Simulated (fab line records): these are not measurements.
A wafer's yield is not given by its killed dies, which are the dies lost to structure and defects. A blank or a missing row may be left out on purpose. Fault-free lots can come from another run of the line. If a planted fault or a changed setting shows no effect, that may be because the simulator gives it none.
Struck lot and sound lot, side by side -- flow rit-cmos -- 27 out of 202 route steps
Sound: these wafers, L176.3, L176.4, L176.5. Struck: wafers L184.2, L184.3, L184.5. The cause is given at the end.
At each step with rows: each side's tool, then ch and its chambers, then its first start. Under that, the readings that differ: sound wafers -- struck wafers -- difference of the means -- sigmas: that difference in standard deviations of wafers without a fault.
alike: words and numbers the same on both sides, and readings whose means are apart by under 2 such deviations; not compared: readings that were withheld, readings missing a value for some wafer, numbers with overlapping values and no deviation given by the record, and bounds like >300 which may hide the same value.
Wherever a step has rows on one side only, a row that says differs or no value, or a row with sigmas, the two part there. Numbers that don't overlap but have no deviation are shown without sigmas and don't part them. A reading that every wafer of one side lacks parts them only if that side has two wafers or more.

first, 4 steps without rows for these wafers: RIT_CONTACT_SOFTBAKE_04 (time 60 s); RIT_CONTACT_EXPOSE_05 (exposes mask M11, target cd 1000 nm); RIT_CONTACT_PEB_06; RIT_CONTACT_DEVELOP_07 (develop time 120 s).
RIT_CONTACT_CD_MEAS_08 targets a cd of 1000 nm.
  sound on cd-sem-01 at day 4 06:59; struck on cd-sem-02 at day 6 02:22
  alike: cd-nm
RIT_CONTACT_OVL_MEAS_09:
  sound on overlay-01 at day 4 07:05; struck on overlay-01 at day 6 02:29
  alike: CONTACT_OVL
then, 1 step without rows for these wafers: RIT_CONTACT_HARDBAKE_10 (time 60 s).
RIT_CONTACT_ETCH_11: etches SiO2 in CHF3/CF4/Ar, stops on TiSi2, target depth 480 nm, time 320 s.
  sound on rie-diel-02 ch 2,3, day 4 07:21; struck on rie-diel-04 ch 1,3, day 6 02:40
  alike: drypump-motor-current-A, oes-product-au, throttle-valve-pct
  not compared: rf-hours-counter-h
RIT_CONTACT_STRIP_12: strips in O2, time 180 s.
  sound on plasma-asher-04 ch 0,1, day 4 07:36; struck on plasma-asher-02 ch 0,1, day 6 02:51
reading,sound,struck,difference,sigmas
drypump-motor-current-A (A),6.3 6.7 6.7,5.3 6.0 5.3,-1.0,-2
  alike: rf-refl-power-W
  not compared: rf-hours-counter-h
RIT_CONTACT_CD_MEAS_90 targets a cd of 1000 nm.
  sound on cd-sem-01 at day 4 07:46; struck on cd-sem-02 at day 6 03:03
  alike: cd-nm
then, 2 steps without rows for these wafers: RIT_CONTACT_CLEAN_13 (cleans in SC1, time 600 s); RIT_CONTACT_CLEAN_14 (cleans in SC2, time 600 s).
RIT_M1_SPUTTER_00: material Al, target thk 400 nm, time 500 s.
  sound on pvd-sputter-04 at day 4 08:12; struck on pvd-sputter-04 at day 6 03:30
reading,sound,struck,difference,sigmas
model.Al_of_M1_SPUTTER_00.thk-nm (nm),399.1 397.5 395.5,651.5 647.2 651.5,+252.7,
  alike: throttle-valve-pct
RIT_M1_RS_MEAS_01: measures by four-point-probe.
  sound on film-metro-02 at day 4 08:32; struck on film-metro-03 at day 6 03:49
reading,sound,struck,difference,sigmas
M1_AL_RS (ohm/sq),0.0736 0.0740 0.0744,0.0447 0.0449 0.0448,-0.0292,-38
RIT_M1_THK_MEAS_02: measures by xrf.
  sound on film-metro-02 at day 4 08:38; struck on film-metro-03 at day 6 03:55
reading,sound,struck,difference,sigmas
M1_AL_THK (nm),397 394 394,647 646 648,+252,+56
then, 6 steps without rows for these wafers: RIT_M1_HMDS_03 (prime time 60 s); RIT_M1_COAT_04 (resist thk 1300 nm); RIT_M1_SOFTBAKE_05 (time 60 s); RIT_M1_EXPOSE_06 (exposes mask M12, target cd 2600 nm); RIT_M1_PEB_07; RIT_M1_DEVELOP_08 (develop time 68 s).
RIT_M1_CD_MEAS_09 targets a cd of 2600 nm.
  sound on cd-sem-02 at day 4 09:47; struck on cd-sem-02 at day 6 05:00
  alike: cd-nm
RIT_M1_OVL_MEAS_10:
  sound on overlay-02 at day 4 09:52; struck on overlay-02 at day 6 05:07
  alike: M1_OVL
then, 1 step without rows for these wafers: RIT_M1_HARDBAKE_11 (time 120 s).
RIT_M1_METAL_ETCH_12: etches Al in Cl2/BCl3, stops on SiO2, time 165 s, target depth 600 nm.
  sound on rie-metal-04 ch 0,1, day 4 10:12; struck on rie-metal-01 ch 0,1, day 6 05:23
reading,sound,struck,difference,sigmas
oes-product-au (a.u.),0.790 0.777 0.771,1.048 1.043 0.970,+0.241,+15
  alike: drypump-motor-current-A, throttle-valve-pct
  not compared: rf-hours-counter-h
then, 1 step without rows for these wafers: RIT_M1_STRIP_13 (strips in nmp, time 600 s).
RIT_M1_PROBE_99:
  sound on prober-02 at day 4 12:37; struck on prober-02 at day 6 07:41
reading,sound,struck,difference,sigmas
defect-limited-yield (%),98.9 97.3 98.1,1.1 1.5 0,-97.2,-81
killed_at_M0_to_M3,0 0 0,252 253 258,+254,+99 or more
killed-dies,3 7 5,261 260 264,+257,+83
killed-on-rim,1 2 0,67 66 70,+67,+48
model.etest.tester.sort-n-pass,261 257 259,3 4 0,-257,
model.etest.tester.sort-yield-pct (%),98.86 97.35 98.11,1.136 1.515 0,-97.223,
model.etest.tester.sort_bin_5_pct (%),0 1.515 1.136,98.11 96.97 99.24,+97.22,
model.etest.diode-pplus-comb.over-limit,0 0 0,1 1 1,+1,
model.etest.poly-comb-over-steps.short,0 0 0,1 1 1,+1,
model.etest.diode-pplus-comb.short,0 0 0,1 1 1,+1,
model.etest.nmos-turned.short,0 0 0,1 1 1,+1,
model.etest.nmos_0p15.over-limit,0 0 0,1 1 1,+1,
  alike: killed-at-front-end, killed-open, killed-short

WHERE THEY PART
At RIT_CONTACT_STRIP_12 first; at RIT_M1_PROBE_99 last (within this record only).

WHY: what the simulator had put in
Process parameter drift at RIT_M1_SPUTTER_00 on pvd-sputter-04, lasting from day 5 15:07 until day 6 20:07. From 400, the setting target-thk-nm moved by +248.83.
